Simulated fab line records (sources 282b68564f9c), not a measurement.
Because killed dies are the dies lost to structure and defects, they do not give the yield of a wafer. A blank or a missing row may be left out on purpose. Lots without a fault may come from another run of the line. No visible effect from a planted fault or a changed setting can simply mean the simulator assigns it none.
Struck lot and sound lot, side by side    flow rit_cmos    28 out of 202 route steps
Sound: wafers L497.1, L497.2, L497.5. Wafers struck: L503.1, L503.4, L503.6. The cause is named last.
Per side, at each step with rows, come the tool, then ch with its chambers, and then its first start. Under that, the readings that differ: sound wafers    struck wafers    difference of the means    sigmas: that difference in standard deviations of wafers without a fault.
alike: same words and numbers on both sides, and readings whose means sit less than 2 such deviations apart. not compared: any withheld reading, any reading some wafer has no value for, any bound like >300 that may hide the same value, and any number with overlapping values for which the record gives no deviation.
The two part at a step that has a row with sigmas, a row that says differs or no value, or rows on one side only. When numbers do not overlap yet have no deviation, they are printed without sigmas and do not part them. Lack of a reading on every wafer of one side parts them only where that side has two or more wafers.

RIT_ACTIVE_BOW_MEAS_00:
  struck on film_metro-02, day 4 08:00; sound on film_metro-01, day 3 02:00
  alike: INCOMING_BOW
RIT_ACTIVE_OXIDATION_01: target thk 46.8 nm, ox time 3360 s.
  sound on furnace-03 ch 0, day 3 02:49; struck on furnace-03 ch 0, day 4 09:59
reading                                        sound                 struck                difference  sigmas
spike_tc_centre_C (C)                          1003.2 1003.0 1003.5  1016.2 1015.6 1015.2  +12.4       +10
spike_tc_source_C (C)                          1027.0 1026.6 1026.6  1038.6 1038.4 1040.9  +12.6       +6
model.SiO2_of_ACTIVE_OXIDATION_01.thk_nm (nm)  46.77 46.56 46.31     53.89 54.43 53.68     +7.45       
  alike: zone_power_source_pct
RIT_ACTIVE_THK_MEAS_02:
  struck on film_metro-02, day 4 11:55; sound on film_metro-01, day 3 04:46
reading                sound           struck          difference  sigmas
ACTIVE_OXIDE_THK (nm)  46.7 46.5 46.3  53.9 54.5 53.7  +7.5        +11
then, 1 step without rows for these wafers: RIT_ACTIVE_CVD_03 (deposits Si3N4 from SiH2Cl2/NH3, target thk 150 nm, time 1500 s).
RIT_ACTIVE_THK_MEAS_04:
  struck on film_metro-02, day 4 13:23; sound on film_metro-03, day 3 06:14
reading                  sound              struck             difference  sigmas
ACTIVE_NITRIDE_THK (nm)  151.4 151.9 150.7  147.6 147.4 147.3  -3.9        -3
then, 6 steps without rows for these wafers: RIT_ACTIVE_HMDS_05 (prime time 60 s); RIT_ACTIVE_COAT_06 (resist thk 1000 nm); RIT_ACTIVE_SOFTBAKE_07 (time 60 s); RIT_ACTIVE_EXPOSE_08 (exposes mask M1, target cd 1400 nm); RIT_ACTIVE_PEB_09; RIT_ACTIVE_DEVELOP_10 (develop time 50 s).
RIT_ACTIVE_CD_MEAS_11 targets a cd of 1400 nm.
  struck on cd_sem-01, day 4 14:18; sound on cd_sem-01, day 3 07:08
  alike: cd_nm
then, 1 step without rows for these wafers: RIT_ACTIVE_HARDBAKE_12 (time 60 s).
RIT_ACTIVE_ETCH_13: etches Si3N4 in SF6, stops on SiO2, time 210 s, target depth 210 nm.
  sound on rie_diel-04 ch 1,2, day 3 07:25; struck on rie_diel-02 ch 0,3, day 4 14:34
  alike: drypump_motor_current_A, oes_product_au, throttle_valve_pct
  not compared: rf_hours_counter_h
RIT_ACTIVE_STRIP_14: strips in O2, time 180 s.
  sound on plasma_asher-03 ch 0,1, day 3 07:33; struck on plasma_asher-03 ch 0,1, day 4 14:42
  alike: drypump_motor_current_A
  not compared: rf_hours_counter_h
RIT_ACTIVE_CD_MEAS_90 targets a cd of 1400 nm.
  struck on cd_sem-01, day 4 14:52; sound on cd_sem-01, day 3 07:43
  alike: cd_nm
then, 4 steps without rows for these wafers: RIT_ACTIVE_CLEAN_15 (cleans in SC1, time 600 s); RIT_ACTIVE_CLEAN_16 (cleans in dHF, time 30 s); RIT_ACTIVE_CLEAN_17 (cleans in SC2, time 600 s); RIT_FOX1_OXIDATION_00 (target thk 350.7 nm, ox time 1130 s).
RIT_FOX1_THK_MEAS_01:
  struck on film_metro-04, day 4 16:43; sound on film_metro-03, day 3 09:33
reading              sound        struck       difference  sigmas
FOX1_OXIDE_THK (nm)  336 339 344  361 354 362  +19         +3
then, 2 steps without rows for these wafers: RIT_FOX1_WET_ETCH_02 (etches SiO2 in BOE, target depth 350 nm, time 390 s); RIT_FOX2_OXIDATION_00 (target thk 350.7 nm, ox time 1130 s).
RIT_FOX2_THK_MEAS_01:
  struck on film_metro-03, day 4 18:12; sound on film_metro-03, day 3 11:02
reading              sound        struck       difference  sigmas
FOX2_OXIDE_THK (nm)  348 346 352  360 363 362  +13         +3
then, 1 step without rows for these wafers: RIT_FOX2_CLEAN_02 (cleans in dHF, time 180 s).
RIT_FOX2_WET_ETCH_03: etches Si3N4 in H3PO4, target depth 195 nm, time 2700 s.
  sound on wet_bench-03 ch 2, day 3 11:10; struck on wet_bench-01 ch 0, day 4 18:19
reading                                        sound             struck             difference  sigmas
model.SiO2_of_ACTIVE_OXIDATION_01.thk_nm (nm)  41.53 41.36 41.1  48.01 47.04 47.81  +6.29       
RIT_FOX2_THK_MEAS_90:
  struck on film_metro-04, day 4 19:04; sound on film_metro-04, day 3 11:55
reading                      sound        struck       difference  sigmas
FIELD_OXIDE_LEFT_1_THK (nm)  320 319 324  333 336 335  +14         +3
RIT_M1_PROBE_99:
  struck on prober-01, day 6 10:57; sound on prober-01, day 5 02:53
reading                              sound              struck             difference  sigmas
killed_at_M0_to_M3                   0 0 0              0 0 1              +0          +4
model.etest.nldd.width_nm (nm)       3181 3201 3200     3064 3066 3071     -127        
model.etest.pldd.width_nm (nm)       3194 3208 3186     3069 3073 3064     -127        
model.etest.nplus_sal.width_nm (nm)  3485 3453 3455     3410 3384 3405     -65         
model.etest.pplus_sal.width_nm (nm)  3462 3452 3459     3414 3378 3404     -59         
model.etest.nmos_narrow.drive_ua_um  227.5 228.9 231.8  203.4 188.9 193.7  -34.1       
model.etest.pmos_narrow.drive_ua_um  99.44 100.5 103    88.96 87.49 85.45  -13.68      
  alike: killed_at_front_end, killed_dies, killed_on_rim, killed_open, killed_short

WHERE THEY PART
First at RIT_ACTIVE_OXIDATION_01; last, within this record, at RIT_M1_PROBE_99.

WHY: what had been put in by the simulator
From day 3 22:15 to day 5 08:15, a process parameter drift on furnace-03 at RIT_ACTIVE_OXIDATION_01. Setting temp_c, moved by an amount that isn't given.
